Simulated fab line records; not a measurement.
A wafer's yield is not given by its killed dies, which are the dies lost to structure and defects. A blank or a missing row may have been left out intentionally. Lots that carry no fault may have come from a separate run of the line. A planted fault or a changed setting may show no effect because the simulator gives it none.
The tool behind it: which one? :: flow berkeley_cmos170 :: 42 wafers from 14 lots sampled at 4 of the route's 331 steps

WHAT EACH GAUGE READ, for each wafer
UCB170_PVT_TW_MEAS_09.
lot: L547
measured: day 6 23:25
on: film_metro-01
PVT_TW: 505 506 509

lot: L549
measured: day 6 23:35
on: film_metro-03
PVT_TW: 503 503 501

lot: L548
measured: day 6 23:33
on: film_metro-03
PVT_TW: 502 500 504

lot: L550
measured: day 7 09:29
on: film_metro-01
PVT_TW: 507 509 505

lot: L552
measured: day 8 05:06
on: film_metro-03
PVT_TW: 501 504 503

lot: L554
measured: day 8 05:40
on: film_metro-02
PVT_TW: 627 625 628

lot: L551
measured: day 8 05:28
on: film_metro-01
PVT_TW: 505 508 511

lot: L556
measured: day 8 21:29
on: film_metro-02
PVT_TW: 503 505 508

lot: L557
measured: day 9 14:29
on: film_metro-03
PVT_TW: 621 618 622

lot: L564
measured: day 11 00:28
on: film_metro-02
PVT_TW: 505 506 503

lot: L562
measured: day 11 00:44
on: film_metro-01
PVT_TW: 510 513 513

lot: L566
measured: day 11 12:58
on: film_metro-03
PVT_TW: 505 506 504

lot: L565
measured: day 11 13:05
on: film_metro-01
PVT_TW: 512 512 514

lot: L567
measured: day 11 13:15
on: film_metro-02
PVT_TW: 504 505 503

UCB170_CONTACT_OVL_MEAS_16.
lot: L547
measured: day 8 23:02
on: overlay-01
CONTACT_OVL (nm): 5 3 16

lot: L549
measured: day 9 01:20
on: overlay-02
CONTACT_OVL (nm): -5 -6 -4

lot: L548
measured: day 8 23:28
on: overlay-02
CONTACT_OVL (nm): 1 2 -1

lot: L550
measured: day 9 01:04
on: overlay-02
CONTACT_OVL (nm): 7 3 5

lot: L552
measured: day 10 04:27
on: overlay-02
CONTACT_OVL (nm): -2 4 7

lot: L554
measured: day 10 04:41
on: overlay-02
CONTACT_OVL (nm): 6 0 6

lot: L551
measured: day 10 06:29
on: overlay-01
CONTACT_OVL (nm): 3 -5 1

lot: L556
measured: day 10 16:29
on: overlay-01
CONTACT_OVL (nm): -1 -2 1

lot: L557
measured: day 11 05:05
on: overlay-01
CONTACT_OVL (nm): -8 0 -7

lot: L564
measured: day 12 16:11
on: overlay-02
CONTACT_OVL (nm): -11 -8 -12

lot: L562
measured: day 12 17:58
on: overlay-02
CONTACT_OVL (nm): 1 2 -5

lot: L566
measured: day 13 05:19
on: overlay-01
CONTACT_OVL (nm): 3 -2 0

lot: L565
measured: day 13 05:56
on: overlay-02
CONTACT_OVL (nm): 8 2 5

lot: L567
measured: day 13 05:37
on: overlay-02
CONTACT_OVL (nm): 0 7 4

WHAT TOOL EACH LOT RAN ON (gives the tool, then ch and the chambers of the sampled wafers, and finally the start)
lot: L547
UCB170_PVT_IMPLANT_07: implanter-02 ch 0, day 6 23:11
UCB170_SILICIDE_RTA_04: rtp_anneal-02 ch 0, day 8 19:02

lot: L549
UCB170_PVT_IMPLANT_07: implanter-03 ch 0, day 6 23:19
UCB170_SILICIDE_RTA_04: rtp_anneal-02 ch 0, day 8 19:36

lot: L548
UCB170_PVT_IMPLANT_07: implanter-04 ch 0, day 6 23:20
UCB170_SILICIDE_RTA_04: rtp_anneal-01 ch 0, day 8 19:23

lot: L550
UCB170_PVT_IMPLANT_07: implanter-03 ch 0, day 7 09:14
UCB170_SILICIDE_RTA_04: rtp_anneal-01 ch 0, day 8 19:52

lot: L552
UCB170_PVT_IMPLANT_07: implanter-03 ch 0, day 8 04:52
UCB170_SILICIDE_RTA_04: rtp_anneal-01 ch 0, day 10 00:26

lot: L554
UCB170_PVT_IMPLANT_07: implanter-04 ch 0, day 8 05:06
UCB170_SILICIDE_RTA_04: rtp_anneal-02 ch 0, day 10 00:37

lot: L551
UCB170_PVT_IMPLANT_07: implanter-02 ch 0, day 8 05:14
UCB170_SILICIDE_RTA_04: rtp_anneal-02 ch 0, day 10 00:58

lot: L556
UCB170_PVT_IMPLANT_07: implanter-04 ch 0, day 8 21:14
UCB170_SILICIDE_RTA_04: rtp_anneal-02 ch 0, day 10 11:31

lot: L557
UCB170_PVT_IMPLANT_07: implanter-04 ch 0, day 9 13:55
UCB170_SILICIDE_RTA_04: rtp_anneal-02 ch 0, day 11 00:14

lot: L564
UCB170_PVT_IMPLANT_07: implanter-03 ch 0, day 11 00:14
UCB170_SILICIDE_RTA_04: rtp_anneal-01 ch 0, day 12 12:10

lot: L562
UCB170_PVT_IMPLANT_07: implanter-04 ch 0, day 11 00:31
UCB170_SILICIDE_RTA_04: rtp_anneal-01 ch 0, day 12 12:54

lot: L566
UCB170_PVT_IMPLANT_07: implanter-03 ch 0, day 11 12:44
UCB170_SILICIDE_RTA_04: rtp_anneal-02 ch 0, day 12 23:59

lot: L565
UCB170_PVT_IMPLANT_07: implanter-02 ch 0, day 11 12:51
UCB170_SILICIDE_RTA_04: rtp_anneal-02 ch 0, day 13 00:45

lot: L567
UCB170_PVT_IMPLANT_07: implanter-04 ch 0, day 11 13:01
UCB170_SILICIDE_RTA_04: rtp_anneal-01 ch 0, day 13 00:11
- UCB170_PVT_IMPLANT_07
- UCB170_SILICIDE_RTA_04: time 15 s.

WHAT THE TOOLS THEMSELVES READ (means of the sampled wafers that have a number; where no wafer has one, the mark that the record gives instead)
UCB170_SILICIDE_RTA_04.
lot: L547
tool: rtp_anneal-02
lamp_power_pct (%): 7.81
wafer_temp_C_max: 653.2

lot: L549
tool: rtp_anneal-02
lamp_power_pct (%): 7.81
wafer_temp_C_max: 653.5

lot: L548
tool: rtp_anneal-01
lamp_power_pct (%): 7.50
wafer_temp_C_max: 652.5

lot: L550
tool: rtp_anneal-01
lamp_power_pct (%): 7.49
wafer_temp_C_max: 652.2

lot: L552
tool: rtp_anneal-01
lamp_power_pct (%): 7.49
wafer_temp_C_max: 652.1

lot: L554
tool: rtp_anneal-02
lamp_power_pct (%): 7.80
wafer_temp_C_max: 653.6

lot: L551
tool: rtp_anneal-02
lamp_power_pct (%): 7.80
wafer_temp_C_max: 653.1

lot: L556
tool: rtp_anneal-02
lamp_power_pct (%): 7.80
wafer_temp_C_max: 653.7

lot: L557
tool: rtp_anneal-02
lamp_power_pct (%): 7.80
wafer_temp_C_max: 653.2

lot: L564
tool: rtp_anneal-01
lamp_power_pct (%): 7.50
wafer_temp_C_max: 652.6

lot: L562
tool: rtp_anneal-01
lamp_power_pct (%): 7.49
wafer_temp_C_max: 652.3

lot: L566
tool: rtp_anneal-02
lamp_power_pct (%): 7.81
wafer_temp_C_max: 653.7

lot: L565
tool: rtp_anneal-02
lamp_power_pct (%): 7.80
wafer_temp_C_max: 653.3

lot: L567
tool: rtp_anneal-01
lamp_power_pct (%): 7.49
wafer_temp_C_max: 653.0

THE ANSWER, worked out from the rows above alone
Rule: the lots themselves supply what counts as usual. The widest of any qualifying gaps counts: lots, ordered by their means at a reading, are off when they make up no more than a third of the lots, leave a main group of 4 or more, and stand apart from it by 3 or more times the standard deviation of that group's means. A main group whose means are all the same, to the digits that the tables above print for the reading, isn't used. Also off: a lot with no number at a reading for which 4 or more lots have one. The other lots that the step has rows for count as sound. First the gauges in route order, then the tools' own readings, where a lot's mean is used as printed above. At the first step where some lot is off, the reading lying furthest off is the one used; lots without a number count as furthest.
Off: L554, L557, at UCB170_PVT_TW_MEAS_09 (PVT_TW). The main group has a mean of 506 with a standard deviation of 3.3.
If a tool, at a process step before that reading, ran all the lots that are off and no sound lot after the first of them, it fits. The gauges at UCB170_PVT_TW_MEAS_09 are tried like those tools. Not one of the candidates tried fits.

WHAT HAD BEEN PUT IN BY THE SIMULATOR
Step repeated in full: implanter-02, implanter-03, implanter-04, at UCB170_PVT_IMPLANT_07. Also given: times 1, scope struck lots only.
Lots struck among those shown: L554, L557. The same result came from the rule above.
